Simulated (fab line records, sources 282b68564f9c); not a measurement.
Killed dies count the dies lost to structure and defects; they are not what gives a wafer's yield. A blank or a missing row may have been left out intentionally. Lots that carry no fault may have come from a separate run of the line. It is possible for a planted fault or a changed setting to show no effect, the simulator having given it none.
A sampling plan put to the test | flow rit cmos | one fab line, 25 faults that these records tell of, each judged on the records of the lots that it struck
What counts as the plan is the set of the line's own looks, namely the steps on the route at which a gauge or an inspection reads a wafer and does not change it. A look is open to judgement when struck wafers have a number at it and the file gives its usual mean and standard deviation on fault-free wafers. Caught: at a look after the fault's first step, the mean of the struck wafers lies 4 or more of those standard deviations (sigma) from the usual mean. On the tool: the fault's steps, tested the same way using the tool's own readings. If the struck wafers alone have a blank record, or they carry another recipe, that too counts as caught.

== THE FAULTS, as the simulator had put them in ==
1. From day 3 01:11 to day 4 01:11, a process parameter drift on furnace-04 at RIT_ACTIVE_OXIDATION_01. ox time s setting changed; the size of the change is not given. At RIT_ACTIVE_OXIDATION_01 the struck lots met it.
2. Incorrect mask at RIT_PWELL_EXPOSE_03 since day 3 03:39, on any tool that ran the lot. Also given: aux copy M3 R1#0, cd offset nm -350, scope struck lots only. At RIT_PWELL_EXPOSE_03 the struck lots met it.
3. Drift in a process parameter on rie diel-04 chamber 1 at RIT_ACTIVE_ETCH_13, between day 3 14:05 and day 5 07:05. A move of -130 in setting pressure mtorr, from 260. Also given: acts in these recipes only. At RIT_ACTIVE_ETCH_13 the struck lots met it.
4. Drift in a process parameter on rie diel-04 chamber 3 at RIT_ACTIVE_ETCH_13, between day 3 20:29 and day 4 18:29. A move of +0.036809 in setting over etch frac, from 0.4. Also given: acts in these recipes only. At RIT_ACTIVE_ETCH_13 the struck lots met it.
5. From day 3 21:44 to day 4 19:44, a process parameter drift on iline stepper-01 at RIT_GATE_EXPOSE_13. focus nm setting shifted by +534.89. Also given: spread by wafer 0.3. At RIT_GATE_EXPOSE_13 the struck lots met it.
6. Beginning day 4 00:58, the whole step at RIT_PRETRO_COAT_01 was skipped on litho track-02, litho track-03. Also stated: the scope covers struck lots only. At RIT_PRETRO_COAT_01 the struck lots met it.
7. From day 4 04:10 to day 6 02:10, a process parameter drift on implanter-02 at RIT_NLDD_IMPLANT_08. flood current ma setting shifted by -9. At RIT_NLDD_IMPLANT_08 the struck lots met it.
8. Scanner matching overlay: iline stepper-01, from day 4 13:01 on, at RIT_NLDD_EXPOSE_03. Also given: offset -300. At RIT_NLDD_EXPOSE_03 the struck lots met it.
9. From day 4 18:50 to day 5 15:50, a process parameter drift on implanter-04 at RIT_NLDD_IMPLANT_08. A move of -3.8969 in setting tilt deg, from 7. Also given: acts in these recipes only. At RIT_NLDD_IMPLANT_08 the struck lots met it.
10. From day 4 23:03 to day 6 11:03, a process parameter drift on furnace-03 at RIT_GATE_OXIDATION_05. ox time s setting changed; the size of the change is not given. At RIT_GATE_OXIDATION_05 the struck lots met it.
11. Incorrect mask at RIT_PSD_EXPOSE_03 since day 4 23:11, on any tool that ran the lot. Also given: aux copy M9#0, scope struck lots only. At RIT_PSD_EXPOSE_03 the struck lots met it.
12. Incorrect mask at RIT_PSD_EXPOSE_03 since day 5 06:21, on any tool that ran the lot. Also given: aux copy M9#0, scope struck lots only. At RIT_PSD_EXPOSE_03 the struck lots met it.
13. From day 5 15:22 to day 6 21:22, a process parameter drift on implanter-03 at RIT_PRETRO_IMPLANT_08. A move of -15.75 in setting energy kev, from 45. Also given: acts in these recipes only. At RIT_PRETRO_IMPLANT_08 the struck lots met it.
14. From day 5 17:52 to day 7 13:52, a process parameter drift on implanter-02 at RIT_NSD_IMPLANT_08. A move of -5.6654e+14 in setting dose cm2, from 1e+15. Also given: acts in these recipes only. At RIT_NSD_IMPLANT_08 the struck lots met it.
15. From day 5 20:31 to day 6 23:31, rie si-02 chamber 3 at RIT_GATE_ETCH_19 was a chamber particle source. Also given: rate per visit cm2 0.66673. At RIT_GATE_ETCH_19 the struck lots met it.
16. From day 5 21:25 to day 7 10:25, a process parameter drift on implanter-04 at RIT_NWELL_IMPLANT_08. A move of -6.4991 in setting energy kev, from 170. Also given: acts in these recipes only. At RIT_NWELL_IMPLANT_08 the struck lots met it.
17. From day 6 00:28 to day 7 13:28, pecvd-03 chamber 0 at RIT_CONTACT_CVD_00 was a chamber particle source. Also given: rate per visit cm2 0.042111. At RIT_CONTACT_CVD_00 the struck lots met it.
18. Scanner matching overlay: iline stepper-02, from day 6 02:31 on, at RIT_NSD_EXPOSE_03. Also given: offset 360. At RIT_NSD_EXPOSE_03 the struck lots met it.
19. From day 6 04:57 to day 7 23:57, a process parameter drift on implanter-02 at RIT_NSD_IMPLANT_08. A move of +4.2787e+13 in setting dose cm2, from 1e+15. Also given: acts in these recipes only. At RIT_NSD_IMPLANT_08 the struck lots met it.
20. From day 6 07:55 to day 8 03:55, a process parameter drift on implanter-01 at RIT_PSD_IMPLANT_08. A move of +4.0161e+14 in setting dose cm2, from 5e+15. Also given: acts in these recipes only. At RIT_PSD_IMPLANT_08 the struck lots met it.
21. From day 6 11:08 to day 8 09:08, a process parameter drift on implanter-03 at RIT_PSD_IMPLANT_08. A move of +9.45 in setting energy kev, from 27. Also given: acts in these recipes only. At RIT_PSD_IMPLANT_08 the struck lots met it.
22. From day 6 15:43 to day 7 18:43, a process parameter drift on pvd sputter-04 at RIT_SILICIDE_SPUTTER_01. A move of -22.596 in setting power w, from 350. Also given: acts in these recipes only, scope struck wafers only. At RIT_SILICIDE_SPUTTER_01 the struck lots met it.
23. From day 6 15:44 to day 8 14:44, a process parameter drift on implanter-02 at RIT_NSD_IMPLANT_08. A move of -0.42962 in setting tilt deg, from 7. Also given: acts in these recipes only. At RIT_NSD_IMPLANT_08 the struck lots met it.
24. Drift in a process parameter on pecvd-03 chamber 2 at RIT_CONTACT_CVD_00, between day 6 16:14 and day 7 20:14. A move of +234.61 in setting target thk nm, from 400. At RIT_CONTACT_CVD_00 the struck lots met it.
25. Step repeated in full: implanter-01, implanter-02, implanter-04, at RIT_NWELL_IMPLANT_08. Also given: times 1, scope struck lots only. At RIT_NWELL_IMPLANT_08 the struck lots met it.

== WHAT THE PLAN SAW ==
fault | on the tool itself                               | first look that catches it                      | reading, sigma                                     | median hours from its first step to that look | hours from the fault's start to the first struck lot there | judged looks passed uncaught
1     | under 2 sigma                                    | RIT_ACTIVE_THK_MEAS_02                          | ACTIVE_OXIDE_THK -6.0                              | 2.0                                           | 4                                                          | 0
2     | no reading that can be judged                    | no look after it can be judged                  | -                                                  | -                                             | -                                                          | 0
3     | chamber pressure mTorr -99 or beyond sigma       | no look after it can be judged                  | -                                                  | -                                             | -                                                          | 0
4     | under 2 sigma                                    | no look after it can be judged                  | -                                                  | -                                             | -                                                          | 0
5     | no reading that can be judged                    | RIT_GATE_CD_MEAS_16                             | cd nm -40                                          | 0.4                                           | 3                                                          | 0
6     | the tool's record is blank for the struck wafers | no look after it can be judged                  | -                                                  | -                                             | -                                                          | 0
7     | under 2 sigma                                    | none of the 5 looks that can be judged after it | -                                                  | -                                             | -                                                          | 5
8     | under 2 sigma                                    | RIT_NLDD_OVL_MEAS_06                            | NLDD_OVL -99 or beyond                             | 0.4                                           | 8                                                          | 0
9     | tilt deg -99 or beyond sigma                     | no look after it can be judged                  | -                                                  | -                                             | -                                                          | 0
10    | under 2 sigma                                    | RIT_GATE_THK_MEAS_07                            | GATE_OXIDE_THK +30                                 | 2.4                                           | 16                                                         | 0
11    | under 2 sigma                                    | RIT_PSD_TW_MEAS_10                              | PSD_TW -99 or beyond                               | 1.1                                           | 3                                                          | 0
12    | no reading that can be judged                    | RIT_PSD_TW_MEAS_10                              | PSD_TW -99 or beyond                               | 0.9                                           | 4                                                          | 0
13    | beam energy keV -99 or beyond sigma              | RIT_PRETRO_TW_MEAS_10                           | PRETRO_TW -7.5                                     | 0.3                                           | 2                                                          | 0
14    | dose ions cm2 -99 or beyond sigma                | RIT_NSD_TW_MEAS_10                              | NSD_TW -47                                         | 0.3                                           | 5                                                          | 0
15    | under 2 sigma                                    | not the one look that can be judged after it    | -                                                  | -                                             | -                                                          | 1
16    | beam energy keV -99 or beyond sigma              | no look after it can be judged                  | -                                                  | -                                             | -                                                          | 0
17    | under 2 sigma                                    | no look after it can be judged                  | -                                                  | -                                             | -                                                          | 0
18    | no reading that can be judged                    | RIT_NSD_OVL_MEAS_06                             | NSD_OVL +99 or beyond                              | 0.4                                           | 5                                                          | 0
19    | dose ions cm2 +32 sigma                          | RIT_SDANNEAL_RS_MEAS_05                         | NSD_RS -10                                         | 2.5                                           | 9                                                          | 0
20    | dose ions cm2 +87 sigma                          | not the one look that can be judged after it    | strongest: PSD_RS at RIT_SDANNEAL_RS_MEAS_04, -2.8 | -                                             | -                                                          | 1
21    | beam energy keV +99 or beyond sigma              | RIT_PSD_TW_MEAS_10                              | PSD_TW +17                                         | 0.3                                           | 11                                                         | 0
22    | cathode dc power W -99 or beyond sigma           | RIT_SILICIDE_RS_MEAS_02                         | SILICIDE_TI_RS +7.1                                | 0.2                                           | 8                                                          | 0
23    | tilt deg -21 sigma                               | no look after it can be judged                  | -                                                  | -                                             | -                                                          | 0
24    | under 2 sigma                                    | RIT_CONTACT_THK_MEAS_01                         | CONTACT_TEOS_THK +44                               | 0.1                                           | 18                                                         | 0
25    | no reading that can be judged                    | RIT_NWELL_TW_MEAS_10                            | NWELL_TW +22                                       | 0.6                                           | -                                                          | 0
A dash: this means the fault isn't caught or the number doesn't appear in these records.

Caught at a look: 14 of 25. Caught on the tool: 11 of 25. By one or the other: 20 of 25.
Caught on the tool alone: faults 3, 6, 9, 16, 20, 23.
Caught at a look alone: faults 1, 5, 8, 10, 11, 12, 18, 24, 25.
Caught by neither: faults 2, 4, 7, 15, 17.

== THINNER SAMPLING ==
If the look that catches a fault measured only every second or every third lot, by lot number, the first struck lot would be measured this late in the worst case:
fault | struck lots at that look, in order of time | every lot | every second lot | every third lot
1     | L157, L158, L160                           | 4 h       | 9 h              | may miss all 3
5     | L368                                       | 3 h       | may miss it      | may miss it
8     | L781, L783, L784                           | 8 h       | 23 h             | may miss all 3
10    | L220, L221                                 | 16 h      | 19 h             | may miss all 2
11    | L774                                       | 3 h       | may miss it      | may miss it
12    | L670                                       | 4 h       | may miss it      | may miss it
13    | L900, L901, L904                           | 2 h       | 7 h              | may miss all 3
14    | L512, L515                                 | 5 h       | 18 h             | may miss all 2
18    | L133, L138, L140                           | 5 h       | 27 h             | 41 h
19    | L958, L959, L960                           | 9 h       | 18 h             | 22 h
21    | L164, L166                                 | 11 h      | may miss all 2   | may miss all 2
22    | L123, L125                                 | 8 h       | may miss all 2   | may miss all 2
24    | L227                                       | 18 h      | may miss it      | may miss it
The hour figures run from when the fault began to the first measured lot among those it struck. 4 sigma limit: tested on the pooled struck wafers, so a lone lot may be under it. Other struck lots may not be in these records.

== THE LONGEST TIMED WAY FROM STEP TO LOOK ==
For fault 19, RIT_NSD_IMPLANT_08 and RIT_SDANNEAL_RS_MEAS_05 are separated by a median of 2.5 hours. No look between them can be judged.
